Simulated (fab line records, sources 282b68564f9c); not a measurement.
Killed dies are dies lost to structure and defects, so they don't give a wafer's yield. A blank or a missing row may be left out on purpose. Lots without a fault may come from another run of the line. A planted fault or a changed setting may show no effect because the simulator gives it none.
fab line records | flow rit_cmos
record lots=6 wafers=18 last_day=7
route steps=202 shown NWELL@38 PWELL@39 WELLDRIVE@50 NRETRO@53 M1@202
lots that met no fault: from a run of the same line without faults
start_h: hours from the record's first day to the start of the lot's first wafer shown | wait_h: hours since the lot's step before | " the same as in the row above | L1.1+2: a row that stands for several wafers | - no value, or no start given | * or withheld: withheld | < > ~ a bound
route shown NAME@n: a module of which the file shows steps, and the number in the route of the first | usual: mean/standard deviation of fault-free wafers | same: alike in all rows | chamber/n: place in a boat | sites: the reading at each site | _std_site: their standard deviation | _edge_site: outer sites' mean less inner sites' | radius_mm: how far each site lies from the wafer's centre | mask NAME#n: copy n | behind: the tool/chamber that last shaped the wafer | hold: why the lot was held/for how many hours/how that ended | device: the transistor (n, p or np) that didn't switch | end of line: the same wafers' tests at the end of the route | a step without rows: its recipe alone | killed: dies lost to structure and defects at the first sort, not the wafer's yield | map: a wafer's dies, x killed, . not, _ none there
set.NAME: the setting as run; set.NAME@STEP: as run at that earlier step | model.NAME: the simulator's own value behind a step, which no gauge read
lots at some steps of the route; a table a step, a row a wafer
services: from which hour (start_h, from the record's first day; less than 0 if before it) a tool's chamber was out of use, for how many hours, and why
## steps
# step RIT_NWELL_TW_MEAS_10
# usual NWELL_TW=2149/13
# columns lot.wafer tool chamber start_h wait_h NWELL_TW
L146.1 film_metro-01 - 21.23 0.1 2124
L146.2 " - " " 2130
L146.6 " - " " 2130
L148.1 film_metro-01 - 30.92 0.1 2116
L148.5 " - " " 2125
L148.6 " - " " 2142
L161.2 film_metro-02 - 98.32 0.1 2164
L161.5 " - " " 2152
L161.6 " - " " 2158
L163.3 film_metro-03 - 106.77 0.1 2170
L163.4 " - " " 2185
L163.6 " - " " 2171
L166.1 film_metro-01 - 123.38 0.1 2152
L166.2 " - " " 2140
L166.3 " - " " 2138
L169.1 film_metro-02 - 136.03 0.1 2146
L169.4 " - " " 2135
L169.6 " - " " 2144
# step RIT_PWELL_HMDS_00
# recipe prime_time_s=60 prime_temp_c=140
# step RIT_PWELL_COAT_01
# recipe resist=NOVOLAK spin_rpm=2000 resist_thk_nm=1300
# step RIT_PWELL_SOFTBAKE_02
# recipe resist=NOVOLAK temp_c=90 time_s=60
# step RIT_PWELL_EXPOSE_03
# recipe mask_id=M3 na=0.57 target_cd_nm=43700 dose_mj=250
# step RIT_PWELL_PEB_04
# recipe resist=NOVOLAK temp_c=withheld time_s=withheld
# step RIT_PWELL_DEVELOP_05
# recipe resist=NOVOLAK develop_time_s=68 dev_temp_c=23
# step RIT_PWELL_OVL_MEAS_06
# usual PWELL_OVL=0.2/1.2
# columns lot.wafer tool chamber start_h wait_h PWELL_OVL[nm]
L146.1 overlay-02 - 22.29 - -1.1
L146.2 " - " " 0.3
L146.6 " - " " 1.1
L148.1 overlay-01 - 31.98 - 0.3
L148.5 " - " " 1.4
L148.6 " - " " -0.3
L161.2 overlay-01 - 99.38 - -0.1
L161.5 " - " " 0.3
L161.6 " - " " -0.5
L163.3 overlay-02 - 107.83 - 1.1
L163.4 " - " " 1.3
L163.6 " - " " 0.5
L166.1 overlay-02 - 124.44 - 1.7
L166.2 " - " " 0.3
L166.3 " - " " 1.6
L169.1 overlay-01 - 137.09 - -0.9
L169.4 " - " " -0.4
L169.6 " - " " -0.4
# step RIT_PWELL_HARDBAKE_07
# recipe resist=NOVOLAK temp_c=140 time_s=120
# step RIT_PWELL_IMPLANT_08
# recipe species=B energy_kev=170 dose_cm2=7e+13 tilt_deg=7
# step RIT_PWELL_STRIP_09
# recipe chemistry=O2 time_s=180 resist=NOVOLAK platen_temp_c=withheld power_w=500 pressure_mtorr=4000 o2_flow_sccm=4000
# usual drypump_motor_current_A=5.8/0.51 rf_refl_power_W=6.6/1.7
# columns lot.wafer tool chamber start_h wait_h drypump_motor_current_A rf_hours_counter_h rf_refl_power_W
L146.1 plasma_asher-02 0 22.73 0.1 5.4 38 9.8
L146.2 " 1 " " 5.5 38 5.4
L146.6 " 1 " " 5.5 - 5.5
L148.1 plasma_asher-04 0 32.57 0.1 6.3 41 8.1
L148.5 " 0 " " 6.3 - 8.1
L148.6 " 1 " " 6.3 - 5.3
L161.2 plasma_asher-04 1 99.81 0.1 6.3 49 5.2
L161.5 " 1 " " 6.3 - 5.2
L161.6 " 0 " " 6.3 - 8.4
L163.3 plasma_asher-04 1 108.31 0.1 6.3 - 5.2
L163.4 " 0 " " 6.3 - 8.0
L163.6 " 0 " " 6.3 - 8.0
L166.1 plasma_asher-01 0 124.88 0.1 5.7 33 5.0
L166.2 " 1 " " 4.9 33 5.2
L166.3 " 0 " " 5.7 - 4.9
L169.1 plasma_asher-04 0 137.53 0.1 6.3 53 7.8
L169.4 " 1 " " 6.4 - 5.3
L169.6 " 1 " " 6.3 - 5.5
# step RIT_PWELL_TW_MEAS_10
# usual PWELL_TW=954/6.8
# columns lot.wafer tool chamber start_h wait_h PWELL_TW
L146.1 film_metro-03 - 22.91 0.1 957
L146.2 " - " " 950
L146.6 " - " " 956
L148.1 film_metro-01 - 32.74 0.1 946
L148.5 " - " " 945
L148.6 " - " " 944
L161.2 film_metro-02 - 99.99 0.1 964
L161.5 " - " " 953
L161.6 " - " " 955
L163.3 film_metro-02 - 108.44 0.1 954
L163.4 " - " " 951
L163.6 " - " " 955
L166.1 film_metro-02 - 125.06 0.1 947
L166.2 " - " " 947
L166.3 " - " " 945
L169.1 film_metro-03 - 137.71 0.1 963
L169.4 " - " " 959
L169.6 " - " " 960
# step RIT_WELLDRIVE_ANNEAL_00
# recipe temp_c=1100 time_s=14700 ambient=N2
# usual run_length_s=18274/7.1 tube_center_temp_C_max=1102.7/0.42
# columns lot.wafer tool chamber start_h wait_h run_length_s tube_center_temp_C_max
L146.1 furnace-02 0 23.43 0.5 18263 1102.3
L146.2 " 0 " " 18263 1102.4
L146.6 " 0 " " 18263 1102.4
L148.1 furnace-04 0 33.83 1.1 18274 1103.3
L148.5 " 0 " " 18274 1102.8
L148.6 " 0 " " 18274 1102.8
L161.2 furnace-04 0 100.04 0.0 9454 1102.6
L161.5 " 0 " " 9454 1102.9
L161.6 " 0 " " 9454 1101.8
L163.3 furnace-04 0 108.48 0.0 9456 1102.6
L163.4 " 0 " " 9456 1102.0
L163.6 " 0 " " 9456 1102.2
L166.1 furnace-02 0 125.12 0.1 18259 1102.6
L166.2 " 0 " " 18259 1103.8
L166.3 " 0 " " 18259 1102.8
L169.1 furnace-03 0 137.84 0.1 18283 1102.8
L169.4 " 0 " " 18283 1103.4
L169.6 " 0 " " 18283 1102.4
# step RIT_WELLDRIVE_RS_MEAS_01
# recipe thk_meas_gauge=four-point-probe
# usual NWELL_RS=275.2/0.75
# columns lot.wafer tool chamber start_h wait_h NWELL_RS[ohm/sq]
L146.1 film_metro-02 - 28.52 0.0 277.1
L146.2 " - " " 275.4
L146.6 " - " " 275.6
L148.1 film_metro-03 - 38.91 0.0 274.3
L148.5 " - " " 275.1
L148.6 " - " " 274.4
L161.2 film_metro-02 - 105.15 2.5 320.0
L161.5 " - " " 321.4
L161.6 " - " " 320.4
L163.3 film_metro-02 - 113.61 2.5 321.1
L163.4 " - " " 320.8
L163.6 " - " " 321.0
L166.1 film_metro-02 - 130.20 0.0 273.9
L166.2 " - " " 273.5
L166.3 " - " " 274.3
L169.1 film_metro-02 - 142.92 0.0 275.7
L169.4 " - " " 274.9
L169.6 " - " " 275.5
# step RIT_WELLDRIVE_RS_MEAS_02
# recipe thk_meas_gauge=four-point-probe
# usual PWELL_RS=429.4/1.1
# columns lot.wafer tool chamber start_h wait_h PWELL_RS[ohm/sq]
L146.1 film_metro-02 - 28.64 0.1 429.9
L146.2 " - " " 427.8
L146.6 " - " " 428.1
L148.1 film_metro-03 - 39.03 0.1 428.0
L148.5 " - " " 429.7
L148.6 " - " " 429.0
L161.2 film_metro-02 - 105.27 0.1 473.0
L161.5 " - " " 473.7
L161.6 " - " " 474.1
L163.3 film_metro-02 - 113.73 0.1 474.4
L163.4 " - " " 474.5
L163.6 " - " " 473.7
L166.1 film_metro-02 - 130.32 0.1 429.5
L166.2 " - " " 429.9
L166.3 " - " " 429.0
L169.1 film_metro-02 - 143.04 0.1 427.2
L169.4 " - " " 427.8
L169.6 " - " " 426.9
# step RIT_NRETRO_HMDS_00
# recipe prime_time_s=60 prime_temp_c=140
# step RIT_M1_PROBE_99
# usual killed_at_front_end=7/3 killed_dies=7/3 killed_open=3.5/2 killed_short=3.6/2.1
# same gross_dies=264 killed_at_M0_to_M3=0 killed_at_M4_up=0 killed_at_back_side=0 killed_at_contacts=0 killed_at_other=0
# columns lot.wafer tool chamber start_h wait_h killed_at_front_end killed_dies killed_open killed_short model.etest.pmos_0p3.r_on_ohm_um model.etest.pmos_turned.r_on_ohm_um model.etest.pmos_0p15.r_on_ohm_um model.etest.nwell_pinched.rs_ohm_sq model.etest.pwell_pinched.rs_ohm_sq model.etest.pwell.rs_ohm_sq model.etest.pmos_0p15.drive_ua_um model.etest.pmos_turned.drive_ua_um
L146.1 prober-01 - 58.61 0.1 3 3 1 2 6328 3319 2669 337.7 457.3 419.1 265.1 196.4
L146.2 prober-01 - 58.66 0.1 3 3 2 1 6447 3310 2648 336.4 452.5 412 264.9 197.7
L146.6 prober-01 - 58.86 0.2 3 3 1 2 6310 3237 2609 339.3 457.6 418.2 274.7 203.8
L148.1 prober-01 - 68.47 0.1 12 12 8 4 6352 3540 2847 333.9 450.7 406.6 245.1 179.1
L148.5 prober-01 - 68.67 0.2 15 15 7 8 6375 3501 2774 332.1 445.8 403.8 253.4 184.5
L148.6 prober-01 - 68.72 0.2 8 8 4 4 6319 3502 2774 335.9 451.9 409.5 254.9 185.7
L161.2 prober-02 - 137.00 0.1 8 8 5 3 6645 3835 3078 440.4 511.4 457.1 224.7 163
L161.5 prober-02 - 137.15 0.2 4 4 3 1 6571 3746 3014 436.8 511.3 456.9 227.9 167.8
L161.6 prober-02 - 137.20 0.2 12 12 10 2 6554 3704 2952 435.1 517.6 456.7 232.3 168.3
L163.3 prober-02 - 141.83 0.2 8 8 3 5 6727 3579 2916 429.9 510.2 465.1 233.3 175.1
L163.4 prober-02 - 141.88 0.2 8 8 4 4 6800 3601 2888 433.5 505.9 460.8 233.3 173.6
L163.6 prober-02 - 141.98 0.2 5 5 3 2 6774 3606 2917 425.5 507.7 461.7 230.1 172.3
L166.1 prober-02 - 161.43 0.1 8 8 3 5 6102 3289 2656 339.7 463.9 413.4 267.6 199.7
L166.2 prober-02 - 161.48 0.1 4 4 2 2 6165 3317 2714 341.7 461.8 415.2 265.4 201.5
L166.3 prober-02 - 161.53 0.2 10 10 4 6 6041 3251 2645 339.4 460.3 417.7 270.3 202.3
L169.1 prober-01 - 174.02 0.1 10 10 2 8 6234 3388 2727 337.2 446.6 407.7 257.3 192.3
L169.4 prober-01 - 174.17 0.2 3 3 1 2 6271 3329 2732 337.9 460.4 420.5 259.4 196
L169.6 prober-01 - 174.27 0.2 8 8 2 6 6239 3353 2702 338.5 454.7 415.2 260 198.6
# killed by level:class
L146.1 FOX2:geometric_particle:short=1 GATE:geometric_particle:short=1 SPACER:geometric_particle:open=1
L146.2 GATE:geometric_particle:open=1 REOX:geometric_particle:short=1 SPACER:geometric_particle:open=1
L146.6 FOX1:geometric_particle:open=1 GATE:geometric_particle:short=1 SILICIDE:geometric_particle:short=1
L148.1 GATE:geometric_particle:open=6 GATE:geometric_particle:short=4 FOX1:geometric_particle:open=1 SPACER:geometric_particle:open=1
L148.5 GATE:geometric_particle:short=4 FOX1:geometric_particle:open=3 GATE:geometric_particle:open=3 FOX1:geometric_particle:short=1 FOX2:geometric_particle:short=1 SPACER:geometric_particle:short=1 SILICIDE:geometric_particle:short=1 SILICIDE:geometric_particle:open=1
L148.6 GATE:geometric_particle:short=3 FOX1:geometric_particle:open=1 GATE:geometric_particle:open=1 REOX:geometric_particle:open=1 SPACER:geometric_particle:open=1 SILICIDE:geometric_particle:short=1
L161.2 FOX1:geometric_particle:open=3 GATE:geometric_particle:short=2 REOX:geometric_particle:open=1 SILICIDE:geometric_particle:short=1 SILICIDE:geometric_particle:open=1
L161.5 REOX:geometric_particle:open=2 FOX1:geometric_particle:open=1 REOX:geometric_particle:short=1
L161.6 GATE:geometric_particle:open=7 SILICIDE:geometric_particle:open=2 FOX1:geometric_particle:short=1 SPACER:geometric_particle:open=1 SPACER:geometric_particle:short=1
L163.3 SPACER:geometric_particle:short=2 FOX1:geometric_particle:short=1 GATE:geometric_particle:short=1 GATE:geometric_particle:open=1 REOX:geometric_particle:short=1 SPACER:geometric_particle:open=1 SILICIDE:geometric_particle:open=1
L163.4 FOX1:geometric_particle:open=2 GATE:geometric_particle:short=2 GATE:geometric_particle:open=1 REOX:geometric_particle:short=1 SPACER:geometric_particle:short=1 SPACER:geometric_particle:open=1
L163.6 SPACER:geometric_particle:open=2 FOX1:geometric_particle:open=1 SPACER:geometric_particle:short=1 SILICIDE:geometric_particle:short=1
L166.1 FOX2:geometric_particle:short=2 GATE:geometric_particle:short=2 SPACER:geometric_particle:open=2 SILICIDE:geometric_particle:open=1 SILICIDE:geometric_particle:short=1
L166.2 FOX1:geometric_particle:open=1 GATE:geometric_particle:open=1 GATE:geometric_particle:short=1 SILICIDE:geometric_particle:short=1
L166.3 GATE:geometric_particle:short=2 SPACER:geometric_particle:open=2 SILICIDE:geometric_particle:short=2 ACTIVE:geometric_particle:short=1 GATE:geometric_particle:open=1 REOX:geometric_particle:open=1 REOX:geometric_particle:short=1
L169.1 GATE:geometric_particle:short=5 REOX:geometric_particle:short=3 GATE:geometric_particle:open=1 REOX:geometric_particle:open=1
L169.4 SILICIDE:geometric_particle:short=2 REOX:geometric_particle:open=1
L169.6 GATE:geometric_particle:short=2 REOX:geometric_particle:short=2 FOX1:geometric_particle:short=1 FOX2:geometric_particle:short=1 GATE:geometric_particle:open=1 REOX:geometric_particle:open=1
## services
# columns tool chamber start_h hours kind
plasma_asher-01 - 14.71 0.3 repair
plasma_asher-04 - 21.50 2.6 repair
furnace-02 - 29.73 3.2 pm
furnace-02 - 53.88 3.6 pm
furnace-04 - 90.00 9.9 pm
furnace-03 - 95.16 4.2 pm
plasma_asher-01 - 98.37 0.4 repair
plasma_asher-01 - 103.03 2.8 pm
plasma_asher-02 - 108.75 9.0 pm
plasma_asher-02 0 108.75 9.0 vent_cycle
plasma_asher-02 1 108.75 9.0 vent_cycle
plasma_asher-02 0 117.75 - clean
plasma_asher-02 1 117.75 - clean
plasma_asher-04 - 125.04 2.2 repair
## key
first_sign step=RIT_WELLDRIVE_ANNEAL_00 reading=run_length_s direction=down sigmas=99+ usual=* struck=*
effect step=RIT_WELLDRIVE_RS_MEAS_01 reading=NWELL_RS direction=up sigmas=61 usual=275.2 struck=320.8
effect step=RIT_WELLDRIVE_RS_MEAS_02 reading=PWELL_RS direction=up sigmas=41 usual=429.4 struck=473.9
model_effect step=RIT_M1_PROBE_99 value=etest.pmos_0p3.r_on_ohm_um without=6285 struck=6679
met_at RIT_WELLDRIVE_ANNEAL_00
struck_wafers L161.2,L161.5,L161.6,L163.3,L163.4,L163.6
tester_left_out L161,L163
onset_between 33.83 100.04
fault kind=process_parameter_drift tool=furnace-04 chamber=- onset_h=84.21 steps=RIT_WELLDRIVE_ANNEAL_00 channel=time_s offset=* shape=step end_h=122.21 acts_in=* stated=*
# tester_left_out: of these lots the tester's yield and bins aren't shown, on N5 and GAA mostly nor the transistor test; their killed dies are dies lost to structure and defects alone, not to doping, threshold or leakage, so they don't give the yield
